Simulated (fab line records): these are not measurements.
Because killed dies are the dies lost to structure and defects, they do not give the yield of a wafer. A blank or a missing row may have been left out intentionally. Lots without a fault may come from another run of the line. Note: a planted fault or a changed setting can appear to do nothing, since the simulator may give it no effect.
A struck lot beside a sound one + flow ritCmos + 29 out of 202 route steps
Sound: these wafers, L584.3, L584.4, L584.5. The struck wafers were L571.1, L571.4, L571.6. The cause is given at the end.
For every step that has rows: the tool of each side, followed by ch and its chambers, followed by its first start. Under that, the readings that differ: sound wafers + struck wafers + difference of the means + sigmas: that difference in standard deviations of wafers without a fault.
alike: same words and numbers on both sides, and readings whose means sit less than 2 such deviations apart. not compared: any withheld reading, any reading some wafer has no value for, any bound like >300 that may hide the same value, and any number with overlapping values for which the record gives no deviation.
The two part at a step that has a row with sigmas, a row that says differs or no value, or rows on one side only. Numbers that have no deviation but don't overlap get no sigmas and don't part them. A reading that every wafer of one side lacks parts them only if that side has two wafers or more.

first, 6 steps without rows for these wafers: RIT_SDANNEAL_CLEAN_00 (cleans in SC1, time 600 s); RIT_SDANNEAL_CLEAN_01 (cleans in dHF, time 30 s); RIT_SDANNEAL_CLEAN_02 (cleans in SC2, time 600 s); RIT_SDANNEAL_RTA_03 (time 5 s); RIT_SILICIDE_WET_ETCH_00 (etches SiO2 in BOE, target depth 14 nm, time 15 s); RIT_SILICIDE_SPUTTER_01 (material Ti, target thk 30 nm, time 240 s).
RIT_SILICIDE_RTA_04: time 10 s, ramp up 5 s, ramp down 5 s.
  sound on rtpAnneal-02 ch 0, day 7 19:22; struck on rtpAnneal-01 ch 0, day 5 05:37
  alike: wafer_temp_C_max
then, 21 steps without rows for these wafers: RIT_SILICIDE_WET_ETCH_05 (etches Ti in SPM, time 120 s); RIT_SILICIDE_RTA_06 (time 10 s, ramp up 5 s, ramp down 10 s); RIT_CONTACT_CVD_00 (deposits SiO2 from TEOS, target thk 400 nm, time 61 s); RIT_CONTACT_HMDS_02 (prime time 60 s); RIT_CONTACT_COAT_03 (resist thk 1000 nm); RIT_CONTACT_SOFTBAKE_04 (time 60 s); RIT_CONTACT_EXPOSE_05 (exposes mask M11, target cd 1000 nm); RIT_CONTACT_PEB_06; RIT_CONTACT_DEVELOP_07 (develop time 120 s); RIT_CONTACT_HARDBAKE_10 (time 60 s); RIT_CONTACT_ETCH_11 (etches SiO2 in CHF3/CF4/Ar, stops on TiSi2, target depth 480 nm, time 320 s); RIT_CONTACT_STRIP_12 (strips in O2, time 180 s); RIT_CONTACT_CLEAN_13 (cleans in SC1, time 600 s); RIT_CONTACT_CLEAN_14 (cleans in SC2, time 600 s); RIT_M1_SPUTTER_00 (material Al, target thk 400 nm, time 500 s); RIT_M1_HMDS_03 (prime time 60 s); RIT_M1_COAT_04 (resist thk 1300 nm); RIT_M1_SOFTBAKE_05 (time 60 s); RIT_M1_EXPOSE_06 (exposes mask M12, target cd 2600 nm); RIT_M1_PEB_07; RIT_M1_DEVELOP_08 (develop time 68 s).
RIT_M1_PROBE_99:
  sound on prober-02 at day 8 03:04; struck on prober-01 at day 5 12:13
| reading                            | sound             | struck            | difference | sigmas |
|------------------------------------|-------------------|-------------------|------------|--------|
| model.etest.npolyLine.lineOhmUm    | 169.8 161.4 163.9 | 210.5 216.4 206.2 | +46.0      |        |
| model.etest.ppolyLine.lineOhmUm    | 162 156.3 161.6   | 196 204.8 199.5   | +40        |        |
| model.etest.contactPplus.endOhmUm  | 44.88 44.27 45.19 | 36.75 36.07 35.12 | -8.80      |        |
| model.etest.contactNplus.endOhmUm  | 41.7 43.28 42.47  | 32.67 32.69 33.24 | -9.62      |        |
| model.etest.ppolyLine.widthNm (nm) | 101.1 103.1 102.6 | 109.5 106.8 111.4 | +7.0       |        |
| model.etest.npolyLine.widthNm (nm) | 101 103.2 101.3   | 109 105.7 110.6   | +7         |        |
| model.etest.npolyLine.rsOhmSq      | 16.94 16.72 16.79 | 23.02 22.85 22.83 | +6.08      |        |
| model.etest.ppolyLine.rsOhmSq      | 16.29 16.24 16.28 | 21.85 21.97 21.93 | +5.65      |        |
  alike: killedAtFrontEnd, killedDies, killedOpen, killedShort

== WHERE THEY PART ==
Nowhere in this record.

WHY: what had been put in by the simulator
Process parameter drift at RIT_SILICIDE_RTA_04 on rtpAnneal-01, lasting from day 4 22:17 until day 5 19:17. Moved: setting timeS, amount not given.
